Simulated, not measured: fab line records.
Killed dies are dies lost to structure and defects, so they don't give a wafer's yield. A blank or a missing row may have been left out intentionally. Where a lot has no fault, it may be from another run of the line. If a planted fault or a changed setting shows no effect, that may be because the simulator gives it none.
fab line records	flow ritCmos
record lots=13	wafers=39	lastDay=7
route steps=202 shown ACTIVE@4 PWELL@49 GATE@95 M1@201
lots that met no fault: taken from a fault-free run of the same line
startH: hours from the record's opening day to when the first of the lot's shown wafers began	waitH: time in hours since the lot's previous step	" unchanged from the row above	L1.1+2: one row covering several wafers at once	- value missing, or start not given	* or withheld: withheld	< > ~ a bound
route shown NAME@n: NAME is a module with steps in the file, n the number in the route of the first one	usual: the fault-free wafers' mean and standard deviation	same: alike in all rows	chamber/n: place in a boat	sites: the reading at each site	_std_site: the values' standard deviation	_edge_site: inner sites' mean taken away from outer sites' mean	radiusMm: how far each site lies from the wafer's centre	mask NAME#n: copy n	behind: the tool/chamber that last shaped the wafer	hold: why the lot was held/for how many hours/how that ended	device: whichever transistor did not switch (one of n, p or np)	end of line: at the end of the route, the tests of the same wafers	where a step has no rows: the recipe by itself	killed: dies lost to structure and defects at the first sort, not the wafer's yield	map: the dies of a wafer, with x for killed, . for not killed, _ for no die there
set.NAME: the setting that was run; set.NAME@STEP: the one run at that earlier step	model.NAME: the simulator's own value behind a step, which no gauge read
a sample of lots followed through the steps of the route, with each step as a table and each wafer as a row
services: when a tool's chamber went out of use (startH, in hours from the record's first day, below 0 if earlier), for how many hours, and the reason
## steps
# step RIT_ACTIVE_CVD_03
# recipe material=Si3N4	targetThkNm=150	tempC=810	precursor=SiH2Cl2/NH3	timeS=1500	pressureMtorr=300	sih2cl2FlowSccm=60	nh3FlowSccm=150
# usual sih2cl2FlowSccm=60.00/0.16	spikeTcCentreC=811.4/1.3	spikeTcLoadC=832.9/2.6	zonePowerCentrePct=36/5.7
# same timeS=1500
lot.wafer	tool	chamber	startH	waitH	sih2cl2FlowSccm	spikeTcCentreC	spikeTcLoadC	zonePowerCentrePct
L720.1	lpcvd-02	0	12.57	0.1	59.94	814.1	839.2	40
L720.4	"	0	"	"	59.99	812.1	838.6	40
L720.5	"	0	"	"	59.92	812.8	837.8	40
L721.1	lpcvd-01	1	19.67	0.1	60.06	810.9	830.1	28
L721.2	"	1	"	"	60.09	812.4	829.4	28
L721.5	"	1	"	"	59.98	812.5	830.3	28
L722.2	lpcvd-01	1	23.32	0.0	60.21	814.2	831.8	28
L722.3	"	1	"	"	60.12	813.2	830.3	27
L722.6	"	1	"	"	60.02	813.5	831.6	28
L723.1	lpcvd-01	1	28.19	0.1	59.99	812.4	830.1	27
L723.5	"	1	"	"	60.12	812.3	830.7	28
L723.6	"	1	"	"	60.22	812.5	829.5	28
L724.2	lpcvd-01	0	32.11	0.0	59.87	811.1	833.7	41
L724.4	"	0	"	"	59.64	810.6	832.5	41
L724.6	"	0	"	"	59.94	811.3	834.0	41
L726.2	lpcvd-01	1	42.11	0.0	59.99	812.8	830.0	28
L726.3	"	1	"	"	60.09	811.4	829.1	28
L726.6	"	1	"	"	59.97	812.6	829.7	28
L733.2	lpcvd-02	1	80.10	0.0	60.09	821.9	845.8	40
L733.4	"	1	"	"	60.08	822.7	844.5	40
L733.6	"	1	"	"	60.07	821.3	845.6	40
L734.2	lpcvd-01	1	82.51	0.4	59.81	814.1	828.8	28
L734.3	"	1	"	"	59.96	812.7	831.2	28
L734.5	"	1	"	"	59.87	811.6	830.8	28
L735.3	lpcvd-01	1	88.42	0.0	59.87	810.7	829.1	28
L735.4	"	1	"	"	60.17	812.1	831.0	28
L735.5	"	1	"	"	59.97	810.4	829.5	28
L738.1	lpcvd-01	1	104.04	0.1	59.89	811.8	830.7	28
L738.3	"	1	"	"	59.77	813.0	831.3	28
L738.4	"	1	"	"	59.77	810.4	830.4	28
L739.2	lpcvd-01	1	109.14	0.8	59.95	812.1	828.9	28
L739.3	"	1	"	"	59.90	811.1	831.2	28
L739.4	"	1	"	"	59.96	811.7	830.9	28
L740.1	lpcvd-01	0	115.70	3.1	60.19	810.9	834.3	40
L740.3	"	0	"	"	59.93	811.3	833.5	39
L740.5	"	0	"	"	60.30	813.5	832.4	41
L742.4	lpcvd-01	0	122.69	0.0	59.94	810.9	836.0	41
L742.5	"	0	"	"	59.86	810.7	834.1	40
L742.6	"	0	"	"	59.99	809.9	834.1	40
# step RIT_ACTIVE_THK_MEAS_04
# recipe reads=Si3N4_of_ACTIVE_CVD_03
# usual ACTIVE_NITRIDE_THK=149.8/1.4
lot.wafer	tool	chamber	startH	waitH	ACTIVE_NITRIDE_THK[nm]
L720.1	filmMetro-04	-	13.99	0.0	150.3
L720.4	"	-	"	"	149.0
L720.5	"	-	"	"	149.7
L721.1	filmMetro-03	-	21.09	0.0	148.7
L721.2	"	-	"	"	148.1
L721.5	"	-	"	"	148.7
L722.2	filmMetro-04	-	24.74	0.0	150.8
L722.3	"	-	"	"	150.4
L722.6	"	-	"	"	150.1
L723.1	filmMetro-04	-	29.61	0.0	151.6
L723.5	"	-	"	"	153.4
L723.6	"	-	"	"	153.1
L724.2	filmMetro-02	-	33.54	0.0	149.4
L724.4	"	-	"	"	150.7
L724.6	"	-	"	"	151.9
L726.2	filmMetro-04	-	43.54	0.0	150.7
L726.3	"	-	"	"	150.5
L726.6	"	-	"	"	150.2
L733.2	filmMetro-02	-	81.53	0.0	186.0
L733.4	"	-	"	"	185.2
L733.6	"	-	"	"	186.0
L734.2	filmMetro-02	-	84.65	0.0	151.5
L734.3	"	-	"	"	149.4
L734.5	"	-	"	"	150.8
L735.3	filmMetro-04	-	89.85	0.0	148.9
L735.4	"	-	"	"	150.2
L735.5	"	-	"	"	149.1
L738.1	filmMetro-04	-	105.46	0.0	148.9
L738.3	"	-	"	"	149.7
L738.4	"	-	"	"	151.5
L739.2	filmMetro-02	-	110.56	0.0	149.5
L739.3	"	-	"	"	150.5
L739.4	"	-	"	"	151.0
L740.1	filmMetro-02	-	117.12	0.0	149.8
L740.3	"	-	"	"	150.2
L740.5	"	-	"	"	150.2
L742.4	filmMetro-03	-	124.13	0.0	149.8
L742.5	"	-	"	"	150.3
L742.6	"	-	"	"	151.0
# step RIT_ACTIVE_ETCH_13
# recipe stopOn=SiO2	chemistry=SF6	target=Si3N4	timeS=210	overEtchFrac=0.4	SF6_flow_sccm=200	pressureMtorr=260	rfW=125	targetDepthA=2100
# usual drypumpMotorCurrentA=5.6/0.46	oesProductAu=0.817/0.011	throttleValvePct=7.52/0.1
# same timeS=210
lot.wafer	tool	chamber	startH	waitH	drypumpMotorCurrentA	oesProductAu	rfHoursCounterH	throttleValvePct
L720.1	rieDiel-01	2	15.29	0.1	5.0	0.827	6	7.49
L720.4	"	3	"	"	6.2	0.815	52	7.63
L720.5	"	2	"	"	5.0	0.824	-	7.49
L721.1	rieDiel-02	3	22.27	0.1	5.9	0.806	26	7.65
L721.2	"	1	"	"	4.7	0.817	151	7.42
L721.5	"	1	"	"	4.7	0.813	-	7.43
L722.2	rieDiel-01	2	25.91	0.1	5.0	0.830	6	7.48
L722.3	"	0	"	"	5.5	0.796	6	7.56
L722.6	"	0	"	"	5.5	0.808	-	7.56
L723.1	rieDiel-02	2	31.11	0.1	5.9	0.827	63	7.59
L723.5	"	2	"	"	5.9	0.830	-	7.60
L723.6	"	3	"	"	5.9	0.812	-	7.66
L724.2	rieDiel-01	0	34.95	0.1	5.5	0.804	7	7.58
L724.4	"	2	"	"	5.0	0.825	6	7.49
L724.6	"	1	"	"	5.9	0.840	-	7.55
L726.2	rieDiel-03	1	44.71	0.1	6.0	0.817	122	7.30
L726.3	"	3	"	"	5.8	0.816	13	7.39
L726.6	"	3	"	"	5.8	0.818	-	7.39
L733.2	rieDiel-02	0	82.82	0.1	5.1	0.909	92	7.39
L733.4	"	3	"	"	5.9	0.920	27	7.66
L733.6	"	3	"	"	5.9	0.920	-	7.66
L734.2	rieDiel-03	1	85.94	0.1	6.0	0.805	123	7.28
L734.3	"	0	"	"	5.7	0.835	49	7.57
L734.5	"	2	"	"	5.7	0.826	-	7.36
L735.3	rieDiel-02	1	91.01	0.1	4.7	0.809	152	7.44
L735.4	"	3	"	"	5.9	0.820	27	7.64
L735.5	"	1	"	"	4.7	0.812	-	7.43
L738.1	rieDiel-03	2	106.76	0.1	5.7	0.819	90	7.37
L738.3	"	1	"	"	6.0	0.815	124	7.30
L738.4	"	0	"	"	5.7	0.840	50	7.55
L739.2	rieDiel-01	0	111.73	0.1	5.5	0.803	8	7.57
L739.3	"	2	"	"	5.0	0.823	8	7.47
L739.4	"	1	"	"	6.0	0.840	1	7.56
L740.1	rieDiel-02	3	118.30	0.1	5.9	0.806	27	7.65
L740.3	"	0	"	"	5.1	0.809	92	7.41
L740.5	"	0	"	"	5.1	0.810	-	7.41
L742.4	rieDiel-01	2	125.59	0.1	5.0	0.822	-	7.50
L742.5	"	1	"	"	5.9	0.838	-	7.55
L742.6	"	0	"	"	5.5	0.808	-	7.55
# step RIT_PWELL_TW_MEAS_10
# usual PWELL_TW=946/5.4
lot.wafer	tool	chamber	startH	waitH	PWELL_TW
L720.1	filmMetro-04	-	27.73	0.1	951
L720.4	"	-	"	"	950
L720.5	"	-	"	"	949
L721.1	filmMetro-04	-	31.06	0.1	945
L721.2	"	-	"	"	949
L721.5	"	-	"	"	948
L722.2	filmMetro-01	-	33.88	0.1	938
L722.3	"	-	"	"	943
L722.6	"	-	"	"	941
L723.1	filmMetro-04	-	40.55	0.1	946
L723.5	"	-	"	"	946
L723.6	"	-	"	"	948
L724.2	filmMetro-03	-	44.44	0.1	946
L724.4	"	-	"	"	943
L724.6	"	-	"	"	942
L726.2	filmMetro-03	-	54.15	0.1	936
L726.3	"	-	"	"	941
L726.6	"	-	"	"	938
L733.2	filmMetro-04	-	90.57	0.1	958
L733.4	"	-	"	"	958
L733.6	"	-	"	"	954
L734.2	filmMetro-01	-	95.35	0.1	940
L734.3	"	-	"	"	937
L734.5	"	-	"	"	934
L735.3	filmMetro-04	-	99.79	0.1	955
L735.4	"	-	"	"	957
L735.5	"	-	"	"	957
L738.1	filmMetro-01	-	115.14	0.1	940
L738.3	"	-	"	"	942
L738.4	"	-	"	"	944
L739.2	filmMetro-01	-	119.73	0.1	947
L739.3	"	-	"	"	946
L739.4	"	-	"	"	948
L740.1	filmMetro-01	-	128.16	0.1	947
L740.3	"	-	"	"	946
L740.5	"	-	"	"	944
L742.4	filmMetro-01	-	134.30	0.1	945
L742.5	"	-	"	"	942
L742.6	"	-	"	"	939
# step RIT_GATE_ETCH_19
# recipe chemistry=SF6/CHF3/O2	timeS=165	SF6_flow_sccm=30	CHF3_flow_sccm=30	O2_flow_sccm=5	target=poly-Si	pressureMtorr=40	rfW=160	targetDepthA=3125	overEtchFrac=0.25	stopOn=SiO2
# usual CHF3_flow_sccm=30.00/0.092	drypumpMotorCurrentA=5.75/0.28	oesProductAu=0.854/0.019	throttleValvePct=10.23/0.14
# same timeS=165
lot.wafer	tool	chamber	startH	waitH	CHF3_flow_sccm	drypumpMotorCurrentA	oesProductAu	rfHoursCounterH	throttleValvePct
L720.1	rieSi-01	0	42.85	0.1	29.93	5.52	0.877	113	9.91
L720.4	"	0	"	"	30.07	5.53	0.886	-	9.92
L720.5	"	1	"	"	30.03	5.33	0.843	-	10.38
L721.1	rieSi-02	2	45.62	0.1	29.87	5.44	0.828	86	10.19
L721.2	"	3	"	"	29.92	6.26	0.816	20	10.22
L721.5	"	3	"	"	30.08	6.24	0.816	-	10.22
L722.2	rieSi-01	0	48.13	0.1	30.04	5.54	0.870	113	9.92
L722.3	"	2	"	"	30.01	5.79	0.869	61	10.32
L722.6	"	0	"	"	30.00	5.53	0.866	-	9.92
L723.1	rieSi-02	0	57.63	0.1	30.10	5.76	0.873	73	10.18
L723.5	"	1	"	"	29.99	5.76	0.837	-	10.24
L723.6	"	0	"	"	30.12	5.76	0.862	-	10.18
L724.2	rieSi-01	3	58.61	0.1	30.10	6.05	0.869	0	10.38
L724.4	"	1	"	"	30.07	5.31	0.842	1	10.36
L724.6	"	2	"	"	30.04	5.78	0.871	-	10.32
L726.2	rieSi-01	2	69.82	0.1	30.04	5.78	0.866	61	10.33
L726.3	"	0	"	"	30.06	5.53	0.872	113	9.90
L726.6	"	2	"	"	29.95	5.77	0.867	-	10.31
L733.2	rieSi-02	2	108.56	0.1	30.04	5.43	0.830	86	10.19
L733.4	"	0	"	"	29.93	5.77	0.861	74	10.17
L733.6	"	1	"	"	30.08	5.75	0.831	-	10.26
L734.2	rieSi-01	2	113.84	0.1	30.01	5.80	0.874	61	10.32
L734.3	"	1	"	"	29.99	5.32	0.843	1	10.38
L734.5	"	3	"	"	30.05	6.07	0.869	-	10.38
L735.3	rieSi-02	3	117.04	0.1	30.08	6.21	0.836	20	10.22
L735.4	"	1	"	"	29.99	5.75	0.842	3	10.26
L735.5	"	1	"	"	29.95	5.74	0.856	-	10.25
L738.1	rieSi-01	1	132.15	0.1	29.77	5.29	0.847	1	10.37
L738.3	"	0	"	"	30.02	5.52	0.887	113	9.91
L738.4	"	3	"	"	29.89	6.10	0.873	1	10.37
L739.2	rieSi-02	3	136.26	0.1	29.84	6.24	0.819	20	10.20
L739.3	"	1	"	"	29.94	5.78	0.841	3	10.25
L739.4	"	1	"	"	29.93	5.74	0.841	-	10.24
L740.1	rieSi-01	3	144.64	0.1	30.23	6.04	0.864	1	10.37
L740.3	"	2	"	"	29.78	5.81	0.876	62	10.31
L740.5	"	2	"	"	29.85	5.81	0.859	-	10.33
L742.4	rieSi-01	3	149.15	0.1	29.97	6.05	0.870	1	10.39
L742.5	"	3	"	"	29.95	6.06	0.857	-	10.37
L742.6	"	0	"	"	29.97	5.51	0.880	-	9.91
# step RIT_M1_BOW_MEAS_16
# recipe mode=bow
# usual M1_BOW=17/6.8
lot.wafer	tool	chamber	startH	waitH	M1_BOW[um]
L720.1	filmMetro-03	-	63.78	0.0	13
L720.4	"	-	"	"	14
L720.5	"	-	"	"	5
L721.1	filmMetro-02	-	66.47	0.0	17
L721.2	"	-	"	"	22
L721.5	"	-	"	"	17
L722.2	filmMetro-03	-	69.49	0.0	18
L722.3	"	-	"	"	20
L722.6	"	-	"	"	18
L723.1	filmMetro-02	-	77.34	0.0	12
L723.5	"	-	"	"	16
L723.6	"	-	"	"	-1
L724.2	filmMetro-03	-	79.77	0.0	14
L724.4	"	-	"	"	9
L724.6	"	-	"	"	15
L726.2	filmMetro-04	-	89.37	0.0	17
L726.3	"	-	"	"	15
L726.6	"	-	"	"	6
L733.2	filmMetro-04	-	129.93	0.0	24
L733.4	"	-	"	"	15
L733.6	"	-	"	"	30
L734.2	filmMetro-04	-	134.34	0.0	21
L734.3	"	-	"	"	28
L734.5	"	-	"	"	13
L735.3	filmMetro-02	-	137.49	0.0	14
L735.4	"	-	"	"	5
L735.5	"	-	"	"	20
L738.1	filmMetro-02	-	152.19	0.0	26
L738.3	"	-	"	"	32
L738.4	"	-	"	"	16
L739.2	filmMetro-02	-	158.00	0.0	21
L739.3	"	-	"	"	16
L739.4	"	-	"	"	20
L740.1	filmMetro-04	-	166.02	0.0	11
L740.3	"	-	"	"	15
L740.5	"	-	"	"	22
L742.4	filmMetro-03	-	171.01	0.1	25
L742.5	"	-	"	"	21
L742.6	"	-	"	"	16
# step RIT_M1_PROBE_99
# usual killedAtContacts=0.1/0.23	killedAtFrontEnd=6.7/2.7	killedDies=6.7/2.7	killedOpen=3.2/1.8	killedShort=3.5/1.9
# same grossDies=264	killed_at_M0_to_M3=0	killed_at_M4_up=0	killedAtBackSide=0	killedAtOther=0
lot.wafer	tool	chamber	startH	waitH	killedAtContacts	killedAtFrontEnd	killedDies	killedOpen	killedShort
L735.3	prober-01	-	137.67	0.2	0	7	7	4	3
L735.4	prober-01	-	137.72	0.2	0	8	8	4	4
L735.5	prober-01	-	137.77	0.2	0	10	10	2	8
L738.1	prober-02	-	152.31	0.1	0	9	9	4	5
L738.3	prober-02	-	152.41	0.2	0	11	11	7	4
L738.4	prober-02	-	152.46	0.2	0	14	14	5	9
# killed by level:class
L735.3 GATE:geometricParticle:open=3 GATE:geometricParticle:short=3 SILICIDE:geometricParticle:open=1
L735.4 GATE:geometricParticle:open=3 GATE:geometricParticle:short=2 FOX2:geometricParticle:open=1 REOX:geometricParticle:short=1 SPACER:geometricParticle:short=1
L735.5 FOX2:geometricParticle:short=3 FOX1:geometricParticle:short=2 FOX1:geometricParticle:open=2 GATE:geometricParticle:short=2 REOX:geometricParticle:short=1
L738.1 GATE:geometricParticle:open=3 REOX:geometricParticle:short=2 SILICIDE:geometricParticle:short=2 FOX1:geometricParticle:open=1 GATE:geometricParticle:short=1
L738.3 GATE:geometricParticle:open=3 FOX1:geometricParticle:open=2 SILICIDE:geometricParticle:short=2 FOX1:geometricParticle:short=1 REOX:geometricParticle:open=1 SPACER:geometricParticle:short=1 SILICIDE:geometricParticle:open=1
L738.4 FOX2:geometricParticle:short=3 REOX:geometricParticle:short=3 SPACER:geometricParticle:open=3 FOX1:geometricParticle:short=2 FOX1:geometricParticle:open=1 GATE:geometricParticle:open=1 SILICIDE:geometricParticle:short=1
## services
tool	chamber	startH	hours	kind
rieSi-01	1	3.07	7.5	repair
rieSi-01	1	10.81	3.9	repair
rieDiel-02	-	12.49	0.5	repair
rieSi-02	0	17.46	25.3	repair
rieDiel-01	3	21.91	6.7	repair
rieSi-01	3	25.91	-	clean
rieSi-01	3	25.91	25.6	scheduledDown
rieSi-01	3	25.91	25.6	ventCycle
rieDiel-01	2	28.70	2.9	repair
lpcvd-01	-	44.17	0.4	repair
rieDiel-01	1	44.55	-	clean
rieDiel-01	1	44.55	21.6	scheduledDown
rieDiel-01	1	44.55	21.6	ventCycle
rieDiel-03	0	71.79	4.9	repair
rieDiel-01	-	80.61	2.8	pm
rieSi-01	1	95.19	8.6	repair
rieDiel-01	0	95.68	8.3	repair
lpcvd-02	-	104.20	14.6	pm
rieDiel-01	3	120.95	7.5	repair
rieDiel-03	1	123.37	3.4	repair
rieSi-02	0	131.71	5.1	repair
rieDiel-02	1	133.62	-	clean
rieDiel-02	1	133.62	19.7	scheduledDown
rieDiel-01	2	139.92	24.4	repair
## key
firstSign step=RIT_ACTIVE_CVD_03	reading=spikeTcCentreC	direction=up	sigmas=8	usual=811.4	struck=821.9
effect step=RIT_ACTIVE_CVD_03	reading=spikeTcLoadC	direction=up	sigmas=4.8	usual=832.9	struck=845.3
effect step=RIT_ACTIVE_THK_MEAS_04	reading=ACTIVE_NITRIDE_THK	direction=up	sigmas=26	usual=149.8	struck=185.7
effect step=RIT_ACTIVE_ETCH_13	reading=oesProductAu	direction=up	sigmas=9.2	usual=0.817	struck=0.917
metAt RIT_ACTIVE_CVD_03
struckLots L733
struckWafers L733.2,L733.4,L733.6
testerLeftOut L733
notActingAt RIT_PWELL_TW_MEAS_10,RIT_GATE_ETCH_19,RIT_M1_BOW_MEAS_16
fault kind=processParameterDrift	tool=lpcvd-02	chamber=1	onsetH=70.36	steps=RIT_ACTIVE_CVD_03	channel=tempC	offset=*	shape=step	endH=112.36	actsIn=*	stated=*
# testerLeftOut: of these lots the tester's yield and bins aren't shown, on N5 and GAA mostly nor the transistor test; their killed dies are dies lost to structure and defects alone, not to doping, threshold or leakage, so they don't give the yield
